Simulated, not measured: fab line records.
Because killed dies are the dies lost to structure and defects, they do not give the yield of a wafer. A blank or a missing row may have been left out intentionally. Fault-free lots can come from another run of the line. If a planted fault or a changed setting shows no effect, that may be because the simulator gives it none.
Which tool was responsible? ; flow berkeley-cmos170 ; 21 wafers from 7 lots sampled at 2 of the route's 331 steps

WHAT THE GAUGES SHOWED, per wafer
UCB170_PLDD_TW_MEAS_11.
lot;measured;on;PLDD_TW
L825;day 7 21:47;film-metro-02;1016 1017 1017
L827;day 7 22:22;film-metro-01;1009 1008 1010
L829;day 8 14:10;film-metro-04;1002 1002 1004
L832;day 9 09:57;film-metro-02;1008 1011 1015
L835;day 9 10:14;film-metro-02;1015 1013 1011
L844;day 11 12:46;film-metro-02;1060 1059 1070 1055 1054 1061
L847;day 12 00:04;film-metro-02;1011 1016 1012

EACH LOT AND THE TOOL THAT RAN IT (in order: tool; ch and the chambers of the sampled wafers; start)
lot;UCB170_PLDD_IMPLANT_08
L825;implanter-04 ch 0, day 7 21:23
L827;implanter-03 ch 0, day 7 21:58
L829;implanter-01 ch 0, day 8 13:47
L832;implanter-03 ch 0, day 9 09:34
L835;implanter-04 ch 0, day 9 09:52
L844;implanter-01 ch 0, day 11 12:22
L847;implanter-04 ch 0, day 11 23:41
- UCB170_PLDD_IMPLANT_08

THE ANSWER, worked out from the rows above alone
Rule: the lots themselves supply what counts as usual. The widest of any qualifying gaps counts: lots, ordered by their means at a reading, are off when they make up no more than a third of the lots, leave a main group of 4 or more, and stand apart from it by 3 or more times the standard deviation of that group's means. The tables above print the reading to a certain number of digits; a main group whose means all agree to those digits is not used. Also off: a lot with no number at a reading for which 4 or more lots have one. All remaining lots with rows at the step are treated as sound.
Off: L844, seen at UCB170_PLDD_TW_MEAS_11 (PLDD_TW). Mean 1011 and standard deviation 4.4 in the main group.
If a tool, at a process step before that reading, ran all the lots that are off and no sound lot after the first of them, it fits. Gauges at UCB170_PLDD_TW_MEAS_11: tried the same way as those tools. One candidate fits, namely implanter-01 at UCB170_PLDD_IMPLANT_08. A fault onset in the window from L829 (day 8 13:47, its last sound lot) to L844 (day 11 12:22, its first lot off) fits.

WHAT THE SIMULATOR PUT IN
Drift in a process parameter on implanter-01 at UCB170_PLDD_IMPLANT_08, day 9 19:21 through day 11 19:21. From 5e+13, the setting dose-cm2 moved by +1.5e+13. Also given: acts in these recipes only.
Lots struck among those shown: L844. The rule above found the same.
